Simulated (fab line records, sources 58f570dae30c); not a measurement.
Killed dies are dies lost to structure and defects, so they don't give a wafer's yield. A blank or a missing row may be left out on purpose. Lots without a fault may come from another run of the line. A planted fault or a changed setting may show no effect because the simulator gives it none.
Problem report in the 8D (eight disciplines) form, filled by code | flow berkeley_cmos170 | the parts of the form that need people (team, actions taken, sign-off) are left out

1. THE PROBLEM
ACTIVE_NITRIDE_THK at UCB170_ACTIVE_THK_MEAS_06 reads a mean of 94.0 nm on 6 wafers of 2 lots; wafers without a fault read 219.0 nm with a standard deviation of 2.1. That is -60 standard deviations from the usual mean.
First seen on wafer L480.1, day 6 22:29, on film_metro-03. The record holds 42 wafers of 14 lots with a number at this step. Rule for "out", or "out of limits": more than 4 standard deviations from the usual mean. The other wafers with a number count as sound.

2. WHAT IT IS AND WHAT IT IS NOT
question                    | is                           | is not
which readings at this step | ACTIVE_NITRIDE_THK           | -
which lots                  | L480, L481                   | L467, L468, L469, L470, L471, L472, L475, L482, L483, L484, L485, L486
which wafers of those lots  | all that have a number       | -
read on which gauges        | film_metro-01, film_metro-03 | film_metro-02
when                        | from day 6 22:29             | up to then (21 sound wafers); but 15 sound wafers of L482, L483, L484, L485, L486 came after

3. SUSPECTS, AND WHAT RULES EACH OUT
Counting: a tool at a process step up to the reading stays a suspect if it ran every lot that is out and no sound lot after the first of them.
- the gauge at UCB170_ACTIVE_THK_MEAS_06: ruled out. The wafers that are out were read on 2 gauges (film_metro-01, film_metro-03).
- lpcvd-01 at UCB170_ACTIVE_CVD_05 (deposits Si3N4 from SiH2Cl2/NH3, target thk 220 nm, time 3300 s): kept. It ran every lot that is out, first L480 (day 6 19:36), and no sound lot after that; its last sound lot up to then is L471 (day 4 23:47).
Left after counting: lpcvd-01 at UCB170_ACTIVE_CVD_05.

4. THE CAUSE (what the simulator had put in)
Process parameter drift: lpcvd-01, from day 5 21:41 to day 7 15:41, at UCB170_ACTIVE_CVD_05. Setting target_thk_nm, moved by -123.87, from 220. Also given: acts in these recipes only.
Counting left only this tool.

5. THE CHAIN OF EFFECTS, in route order
Each row: a reading whose mean over the struck wafers that have a number lies more than 3 standard deviations from the usual. Only readings for which the record gives a usual standard deviation are gone through. hours: the time from each lot's start at the first step in this table that gives one to its start at this step, as a median over the lots. sigmas: the change in usual standard deviations.
hours | step                      | reading            | usual      | on struck wafers | change | sigmas
0     | UCB170_ACTIVE_THK_MEAS_06 | ACTIVE_NITRIDE_THK | 219.0 nm   | 94.0             | -125.0 | -60
1     | UCB170_ACTIVE_ETCH_15     | oes_product_au     | 0.940 a.u. | 0.616            | -0.324 | -17
The process steps in it:
- UCB170_ACTIVE_ETCH_15: etches Si3N4 in CH3F/Ar/O2, stops on SiO2, target depth 242 nm, time 151 s.

6. WHAT WOULD HAVE CAUGHT IT SOONER
In this record the first reading out of limits at a measuring or inspecting step was taken at day 6 22:29, 25 hours after the fault began at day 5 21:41.
Of the tool readings at UCB170_ACTIVE_CVD_05 for which the record gives a usual standard deviation, none was out on any struck wafer, so an alarm limit of 4 standard deviations on them would not have fired.
All the lots that are out (2) had begun UCB170_ACTIVE_CVD_05 on lpcvd-01 by day 6 22:29. A hold on the tool at that time would have spared none of them.
